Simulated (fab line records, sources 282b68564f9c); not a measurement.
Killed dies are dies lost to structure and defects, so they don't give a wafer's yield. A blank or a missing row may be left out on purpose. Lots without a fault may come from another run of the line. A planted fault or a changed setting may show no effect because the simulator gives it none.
A struck lot beside a sound one | flow rit_cmos | 15 steps out of a route of 202
Sound: wafers L220.2, L220.3, L220.6. Struck: wafers L231.1, L231.2, L231.6. The cause comes at the end.
At each step with rows: each side's tool, then ch and its chambers, then its first start. Under that, the readings that differ: sound wafers | struck wafers | difference of the means | sigmas: that difference in standard deviations of wafers without a fault.
alike: readings whose means differ by less than 2 such deviations, and words and numbers that are the same on both sides. not compared: withheld readings, readings that some wafer has no value for, bounds like >300 that may hide the same value, and numbers for which the record gives no deviation and whose values overlap.
The two part at a step that has a row with sigmas, a row that says differs or no value, or rows on one side only. Numbers that don't overlap but have no deviation are shown without sigmas and don't part them. A reading that every wafer of one side lacks parts them only if that side has two wafers or more.

RIT_SDANNEAL_RS_MEAS_07: measures by four-point-probe.
  sound on film_metro-01, day 4 00:49; struck on film_metro-01, day 6 08:08
  alike: NLDD_RS
then, 1 step without rows for these wafers: RIT_SILICIDE_WET_ETCH_00 (etches SiO2 in BOE, target depth 14 nm, time 15 s).
RIT_SILICIDE_SPUTTER_01: material Ti, target thk 30 nm, time 240 s.
  sound on pvd_sputter-02, day 4 00:55; struck on pvd_sputter-02, day 6 08:16
  alike: cathode_dc_power_W, throttle_valve_pct
RIT_SILICIDE_RS_MEAS_02: measures by four-point-probe.
  sound on film_metro-02, day 4 01:05; struck on film_metro-03, day 6 08:25
  alike: SILICIDE_TI_RS
RIT_SILICIDE_THK_MEAS_03: measures by xrf.
  sound on film_metro-02, day 4 01:12; struck on film_metro-03, day 6 08:32
  alike: SILICIDE_TI_THK
RIT_SILICIDE_RTA_04: time 10 s, ramp up 5 s, ramp down 5 s.
  sound on rtp_anneal-01 ch 0, day 4 01:16; struck on rtp_anneal-02 ch 0, day 6 08:35
  alike: wafer_temp_C_max
then, 1 step without rows for these wafers: RIT_SILICIDE_WET_ETCH_05 (etches Ti in SPM, time 120 s).
RIT_SILICIDE_RTA_06: time 10 s, ramp up 5 s, ramp down 10 s.
  sound on rtp_anneal-02 ch 0, day 4 01:22; struck on rtp_anneal-01 ch 0, day 6 08:42
  alike: wafer_temp_C_max
RIT_CONTACT_CVD_00: deposits SiO2 from TEOS, target thk 400 nm, time 61 s.
  sound on pecvd-01 ch 0,1, day 4 01:26; struck on pecvd-02 ch 1,2, day 6 08:46
  alike: heater_power_w, rf_fwd_power_W
RIT_CONTACT_THK_MEAS_01:
  sound on film_metro-03, day 4 01:29; struck on film_metro-03, day 6 08:49
  alike: CONTACT_TEOS_THK
then, 2 steps without rows for these wafers: RIT_CONTACT_HMDS_02 (prime time 60 s); RIT_CONTACT_COAT_03 (resist thk 1000 nm).
RIT_CONTACT_SOFTBAKE_04: time 60 s.
  sound on litho_track-03 ch 0, day 4 01:52; struck on litho_track-03 ch 0, day 6 09:11
  reading          | sound             | struck            | difference | sigmas
  run_length_s (s) | 89.28 89.25 89.23 | 92.06 91.92 91.99 | +2.74      | +13
then, 1 step without rows for these wafers: RIT_CONTACT_EXPOSE_05 (exposes mask M11, target cd 1000 nm).
RIT_M1_PROBE_99:
  sound on prober-01, day 4 07:50; struck on prober-02, day 6 15:19
  alike: killed_at_M0_to_M3, killed_at_front_end, killed_dies, killed_open, killed_short

WHERE THEY PART
Only at RIT_CONTACT_SOFTBAKE_04, within this record. Later steps at which nothing parts them and some readings are alike: RIT_M1_PROBE_99.

WHY: what the simulator had put in
Process parameter drift: litho_track-03, from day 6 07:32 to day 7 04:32, at RIT_CONTACT_SOFTBAKE_04. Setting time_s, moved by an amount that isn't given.
